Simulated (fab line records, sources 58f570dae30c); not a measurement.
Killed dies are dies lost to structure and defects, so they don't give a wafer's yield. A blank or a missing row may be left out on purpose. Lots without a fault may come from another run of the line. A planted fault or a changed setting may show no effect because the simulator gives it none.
Which tool did it? | flow berkeley_cmos170 | 13 lots, 39 wafers sampled, at 2 steps of a route of 331

WHAT THE GAUGES READ, wafer by wafer
The record holds no reading of a measuring or inspecting step that can be judged against a usual standard deviation.

WHICH TOOL RAN EACH LOT (tool, then ch and the chambers of the sampled wafers, then the start)
lot  | UCB170_V2_COAT_07                 | UCB170_V2_STRIP_15
L522 | litho_track-02 ch 0, day 9 02:47  | plasma_asher-01 ch 0,1, day 9 03:49
L521 | litho_track-02 ch 0, day 9 08:08  | plasma_asher-03 ch 0,1, day 9 09:56
L523 | litho_track-03 ch 0, day 9 13:46  | plasma_asher-03 ch 0,1, day 9 14:47
L524 | litho_track-01 ch 0, day 9 14:56  | plasma_asher-01 ch 0,1, day 9 16:05
L526 | litho_track-02 ch 0, day 10 03:31 | plasma_asher-01 ch 0,1, day 10 04:52
L525 | litho_track-02 ch 0, day 10 04:44 | plasma_asher-04 ch 0,1, day 10 06:26
L527 | litho_track-01 ch 0, day 10 07:07 | plasma_asher-04 ch 0,1, day 10 09:16
L528 | litho_track-01 ch 0, day 10 12:17 | plasma_asher-04 ch 0,1, day 10 13:29
L530 | litho_track-03 ch 0, day 10 15:15 | plasma_asher-03 ch 0,1, day 10 16:34
L536 | litho_track-02 ch 0, day 12 08:35 | plasma_asher-03 ch 0,1, day 12 09:44
L538 | litho_track-01 ch 0, day 12 18:20 | plasma_asher-01 ch 0,1, day 12 19:28
L541 | litho_track-03 ch 0, day 12 21:26 | plasma_asher-04 ch 0,1, day 12 22:35
L543 | litho_track-03 ch 0, day 14 04:46 | plasma_asher-04 ch 0,1, day 14 06:14
- UCB170_V2_COAT_07: resist thk 900 nm.
- UCB170_V2_STRIP_15: strips in O2.

WHAT THE TOOLS THEMSELVES READ (means of the sampled wafers that have a number; where no wafer has one, the mark that the record gives instead)
UCB170_V2_COAT_07.
lot  | tool           | chill_plate_temp_C (C) | spin_speed_rpm (rpm)
L522 | litho_track-02 | 23.04                  | 1500.7
L521 | litho_track-02 | 22.98                  | 1499.9
L523 | litho_track-03 | 22.98                  | 1499.4
L524 | litho_track-01 | 23.07                  | 1499.4
L526 | litho_track-02 | 22.99                  | 1500.2
L525 | litho_track-02 | 22.98                  | 1501.4
L527 | litho_track-01 | 22.91                  | 1500.9
L528 | litho_track-01 | 22.89                  | 1499.9
L530 | litho_track-03 | 23.02                  | 1499.6
L536 | litho_track-02 | 23.03                  | 1499.5
L538 | litho_track-01 | 23.05                  | 1500.1
L541 | litho_track-03 | 22.90                  | 1500.6
L543 | litho_track-03 | 22.97                  | 1500.5

UCB170_V2_STRIP_15.
lot  | tool            | drypump_motor_current_A (A) | oes_product_au (a.u.) | strip_time_to_endpoint_s (s)
L522 | plasma_asher-01 | 5.1                         | 0.723                 | 15.27
L521 | plasma_asher-03 | 6.2                         | 0.718                 | 15.17
L523 | plasma_asher-03 | 5.9                         | 0.718                 | 15.36
L524 | plasma_asher-01 | 4.9                         | 0.724                 | 15.32
L526 | plasma_asher-01 | 4.9                         | 0.719                 | 15.43
L525 | plasma_asher-04 | 5.5                         | 0.726                 | 15.28
L527 | plasma_asher-04 | 5.8                         | 0.723                 | 15.35
L528 | plasma_asher-04 | 5.8                         | 0.723                 | 15.36
L530 | plasma_asher-03 | 5.9                         | 0.722                 | 15.37
L536 | plasma_asher-03 | 6.2                         | 0.722                 | 15.44
L538 | plasma_asher-01 | 4.9                         | 0.724                 | 15.68
L541 | plasma_asher-04 | 5.5                         | 0.724                 | 15.40
L543 | plasma_asher-04 | 5.8                         | 0.725                 | 15.26

THE ANSWER, worked out from the rows above alone
Rule: what is usual is taken from the lots themselves. Put in order of their means at a reading, lots are off if they are a third of the lots or fewer, leave a main group of 4 or more, and stand apart from it by a gap of 3 or more times the standard deviation of the main group's means; of several such gaps the widest counts. A main group whose means are all the same, to the digits that the tables above print for the reading, isn't used. A lot without any number at a reading at which 4 lots or more have one is off too. The other lots that the step has rows for count as sound. The gauges are gone through in route order, then the tools' own readings, and for those a lot's mean is taken as printed above. The first step at which some lot is off is used, and at that step the reading that is off furthest; a lot without a number counts as furthest.
Off: L538, at UCB170_V2_STRIP_15 (strip_time_to_endpoint_s). The main group: mean 15.33 s, standard deviation 0.075.
A tool fits if, at that step or a process step before it, it ran every lot that is off, and no sound lot after the first of them. Can't be told from this: 2 tools fit, litho_track-01 at UCB170_V2_COAT_07, plasma_asher-01 at UCB170_V2_STRIP_15.

WHAT THE SIMULATOR HAD PUT IN
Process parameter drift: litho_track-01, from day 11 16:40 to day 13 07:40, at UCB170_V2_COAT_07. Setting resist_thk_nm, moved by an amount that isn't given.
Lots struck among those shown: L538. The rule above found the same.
